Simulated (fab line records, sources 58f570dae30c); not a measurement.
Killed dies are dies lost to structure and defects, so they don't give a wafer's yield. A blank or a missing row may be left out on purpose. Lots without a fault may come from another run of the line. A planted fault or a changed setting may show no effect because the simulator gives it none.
A struck lot beside a sound one | flow berkeley_cmos170 | 15 steps out of a route of 331
Sound: wafers L478.1, L478.2, L478.4. Struck: wafers L490.3, L490.4, L490.6. The cause comes at the end.
At each step with rows: each side's tool, then ch and its chambers, then its first start. Under that, the readings that differ: sound wafers | struck wafers | difference of the means | sigmas: that difference in standard deviations of wafers without a fault.
alike: readings whose means differ by less than 2 such deviations, and words and numbers that are the same on both sides. not compared: withheld readings, readings that some wafer has no value for, bounds like >300 that may hide the same value, and numbers for which the record gives no deviation and whose values overlap.
The two part at a step that has a row with sigmas, a row that says differs or no value, or rows on one side only. Numbers that don't overlap but have no deviation are shown without sigmas and don't part them. A reading that every wafer of one side lacks parts them only if that side has two wafers or more.

first, 3 steps without rows for these wafers: UCB170_PWELL_EXPOSE_10 (exposes mask PWELL, target cd 3000 nm); UCB170_PWELL_PEB_11; UCB170_PWELL_DEVELOP_12 (develop time 45 s).
UCB170_PWELL_OVL_MEAS_13:
  sound on overlay-01, day 4 00:20; struck on overlay-01, day 6 10:03
  alike: PWELL_OVL
UCB170_PWELL_ETCH_14: etches Si3N4 in CH3F/Ar/O2, stops on SiO2, target depth 242 nm, time 151 s.
  sound on rie_diel-04 ch 1,3, day 4 00:22; struck on rie_diel-03 ch 0,3, day 6 10:05
  reading               | sound             | struck            | difference | sigmas
  oes_product_au (a.u.) | 0.933 0.920 0.920 | 0.936 0.955 0.962 | +0.027     | +2
  alike: CH3F_flow_sccm, drypump_motor_current_A, throttle_valve_pct
  not compared: rf_hours_counter_h
then, 1 step without rows for these wafers: UCB170_PWELL_IMPLANT_15.
UCB170_PWELL_STRIP_16: strips in O2.
  sound on plasma_asher-03 ch 0,1, day 4 00:37; struck on plasma_asher-02 ch 0,1, day 6 10:24
  alike: drypump_motor_current_A, o2_flow_sccm, oes_product_au, strip_time_to_endpoint_s
  not compared: rf_hours_counter_h
UCB170_PWELL_TW_MEAS_17:
  sound on film_metro-01, day 4 00:43; struck on film_metro-04, day 6 10:29
  alike: PWELL_TW
then, 4 steps without rows for these wafers: UCB170_PWELL_CLEAN_18 (cleans in SPM, time 600 s); UCB170_PWELL_WET_ETCH_19 (etches Si3N4 in H3PO4, time 14400 s); UCB170_PWELL_WET_ETCH_20 (etches SiO2 in BOE, time 22 s); UCB170_WELLDRIVE_CLEAN_00 (cleans in SPM, time 600 s).
UCB170_WELLDRIVE_OXIDATION_01: target thk 199 nm, ox time 9000 s.
  sound on furnace-02 ch 0, day 4 07:49; struck on furnace-04 ch 0, day 6 19:32
  reading                                          | sound                | struck               | difference | sigmas
  spike_tc_centre_C (C)                            | 1101.8 1101.4 1101.6 | 1105.0 1108.7 1107.8 | +5.6       | +5
  spike_tc_source_C (C)                            | 1123.2 1123.3 1125.8 | 1127.4 1129.8 1128.7 | +4.5       | +2
  tube_center_temp_C (C)                           | 1100 1100 1100       | 1106.1 1105.9 1105.9 | +6.0       | +65
  tube_center_temp_C_max                           | 1103.0 1102.8 1103.9 | 1109.2 1109.0 1108.0 | +5.5       | +12
  zone_power_load_pct (%)                          | 37.2 36.9 36.9       | 45.6 45.6 45.2       | +8.5       | +3
  zone_power_source_pct (%)                        | 44.2 43.6 45.6       | 39.6 39.9 40.1       | -4.6       | -3
  model.SiO2_of_WELLDRIVE_OXIDATION_01.thk_nm (nm) | 199.2 196.6 200.7    | 208.9 207.8 207.4    | +9.2       |
UCB170_WELLDRIVE_THK_MEAS_02:
  sound on film_metro-04, day 4 11:19; struck on film_metro-03, day 6 23:04
  reading                  | sound       | struck      | difference | sigmas
  WELLDRIVE_OXIDE_THK (nm) | 199 197 201 | 209 208 207 | +9         | +3
-- the record jumps here: 5 days lie between the struck wafers' starts before and after (it left off in module WELLDRIVE and takes up again in module M3, whose first step shown is number 331 of the route) --
UCB170_M3_PROBE_99:
  sound on prober-02, day 9 14:49; struck on prober-01, day 12 02:08
  reading                                | sound             | struck            | difference | sigmas
  model.etest.nwell_pinched.rs_ohm_sq    | 1311 1312 1291    | 1256 1249 1245    | -55        |
  model.etest.nwell.width_nm (nm)        | 2364 2363 2368    | 2337 2318 2329    | -37        |
  model.etest.nwell.rs_ohm_sq            | 873.7 877.6 869.5 | 853.4 850.5 853.1 | -21.3      |
  model.etest.diode_pplus_comb.cj_ff_um2 | 1.102 1.104 1.105 | 1.086 1.093 1.092 | -0.013     |
  not compared: model.etest.diode_pplus_nwell.bv_v, model.etest.diode_pplus_nwell.cj_ff_um2

WHERE THEY PART
First at UCB170_PWELL_ETCH_14; last, within this record, at UCB170_WELLDRIVE_THK_MEAS_02.

WHY: what the simulator had put in
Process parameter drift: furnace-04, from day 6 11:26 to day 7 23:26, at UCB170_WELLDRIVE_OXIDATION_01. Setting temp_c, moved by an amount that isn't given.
